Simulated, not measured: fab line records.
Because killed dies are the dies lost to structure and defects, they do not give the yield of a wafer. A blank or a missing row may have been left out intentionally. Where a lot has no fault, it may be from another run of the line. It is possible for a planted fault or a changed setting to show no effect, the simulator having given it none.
Which tool was responsible? | flow rit cmos | 14 lots, 42 wafers sampled, at 2 steps of a route of 202

== WHAT THE GAUGES READ, wafer by wafer ==
RIT_SPACER_THK_MEAS_04. Usual: SPACER_NITRIDE_THK gives 249.8 nm (standard deviation 2.1).
lot  | measured    | on            | SPACER_NITRIDE_THK (nm) | flag
L160 | day 3 01:22 | film metro-01 | 247.3 249.9 249.3       |
L161 | day 3 08:06 | film metro-01 | 252.5 249.4 252.8       |
L162 | day 3 10:49 | film metro-03 | 251.1 248.4 249.8       |
L163 | day 3 13:50 | film metro-03 | 250.3 248.3 249.0       |
L164 | day 3 21:59 | film metro-02 | 254.2 250.6 251.0       |
L165 | day 4 04:27 | film metro-02 | 252.5 251.0 252.0       |
L166 | day 4 08:11 | film metro-02 | 250.4 249.9 250.6       |
L172 | day 5 16:55 | film metro-03 | 246.8 246.4 247.3       |
L175 | day 6 08:00 | film metro-03 | 252.2 252.1 251.6       |
L176 | day 6 13:11 | film metro-02 | 236.6 234.4 235.4       | OFF
L177 | day 6 17:14 | film metro-03 | 237.0 234.3 234.0       | OFF
L178 | day 6 19:50 | film metro-03 | 247.3 249.4 247.4       |
L179 | day 6 21:47 | film metro-03 | 245.1 245.5 246.9       |
L181 | day 7 12:40 | film metro-01 | 247.9 248.0 248.2       |

== TOOL THAT RAN EACH LOT (tool first, then ch and the chambers of the sampled wafers, then the start) ==
lot  | RIT_SPACER_CVD_03
L160 | lpcvd-02 ch 1, day 2 23:26
L161 | lpcvd-02 ch 1, day 3 06:11
L162 | lpcvd-02 ch 1, day 3 08:54
L163 | lpcvd-02 ch 1, day 3 11:55
L164 | lpcvd-02 ch 1, day 3 20:03
L165 | lpcvd-02 ch 1, day 4 02:31
L166 | lpcvd-01 ch 0, day 4 06:16
L172 | lpcvd-01 ch 0, day 5 14:59
L175 | lpcvd-01 ch 1, day 6 06:05
L176 | lpcvd-02 ch 0, day 6 10:18
L177 | lpcvd-02 ch 1, day 6 15:18
L178 | lpcvd-01 ch 0, day 6 17:55
L179 | lpcvd-01 ch 0, day 6 19:50
L181 | lpcvd-01 ch 1, day 7 10:45
- RIT_SPACER_CVD_03: deposits Si3N4 from SiH2Cl2/NH3, target thk 250 nm, time 3300 s.

== WHAT THE TOOLS THEMSELVES READ (means of the sampled wafers that have a number; where no wafer has one, the mark that the record gives instead) ==
RIT_SPACER_CVD_03. Usual: pressure mtorr reads 300.1 mTorr (standard deviation 0.66).
lot  | tool     | pressure mtorr (mTorr) | flag
L160 | lpcvd-02 | 299.7                  |
L161 | lpcvd-02 | 299.6                  |
L162 | lpcvd-02 | 299.6                  |
L163 | lpcvd-02 | 300.1                  |
L164 | lpcvd-02 | 298.5                  |
L165 | lpcvd-02 | 300.0                  |
L166 | lpcvd-01 | 299.3                  |
L172 | lpcvd-01 | 299.8                  |
L175 | lpcvd-01 | 300.1                  |
L176 | lpcvd-02 | 240.7                  | OFF
L177 | lpcvd-02 | 240.4                  | OFF
L178 | lpcvd-01 | 300.2                  |
L179 | lpcvd-01 | 299.4                  |
L181 | lpcvd-01 | 299.7                  |

== THE ANSWER, worked out from the rows above alone ==
Rule: lot off if the mean of its wafers having a number is beyond 3 standard deviations from the usual mean. Also off: a lot with no number at a reading for which 4 or more lots have one. The other lots that the step has rows for count as sound. Order of review: gauges by route order, followed by the tools' own readings, for which a lot's mean as printed above is used. At the first step where some lot is off, the reading lying furthest off is the one used; lots without a number count as furthest.
Off: at RIT_SPACER_THK_MEAS_04 (SPACER_NITRIDE_THK), L176, L177.
If a tool, at a process step before that reading, ran all the lots that are off and no sound lot after the first of them, it fits. Not tried: the gauges at RIT_SPACER_THK_MEAS_04; whatever is off there is also off at RIT_SPACER_CVD_03, on other tools, and gauge error can't account for it. One candidate fits, namely lpcvd-02 at RIT_SPACER_CVD_03. Its last sound lot is L165 (day 4 02:31), its first lot that is off L176 (day 6 10:18): a fault that began between those two fits.
The tool's own readings at RIT_SPACER_CVD_03 bear it out: on the lots that are off they differ by more than 5 times the standard deviation of the sound lots' means. pressure mtorr reads 240.6 mTorr there against 299.7 mTorr on the sound lots.

== WHAT THE SIMULATOR HAD PUT IN ==
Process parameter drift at RIT_SPACER_CVD_03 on lpcvd-02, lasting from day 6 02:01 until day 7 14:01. Setting pressure mtorr shifted by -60 from 300. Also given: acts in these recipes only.
Shown lots that were struck: L176, L177. The rule above reached the same finding.
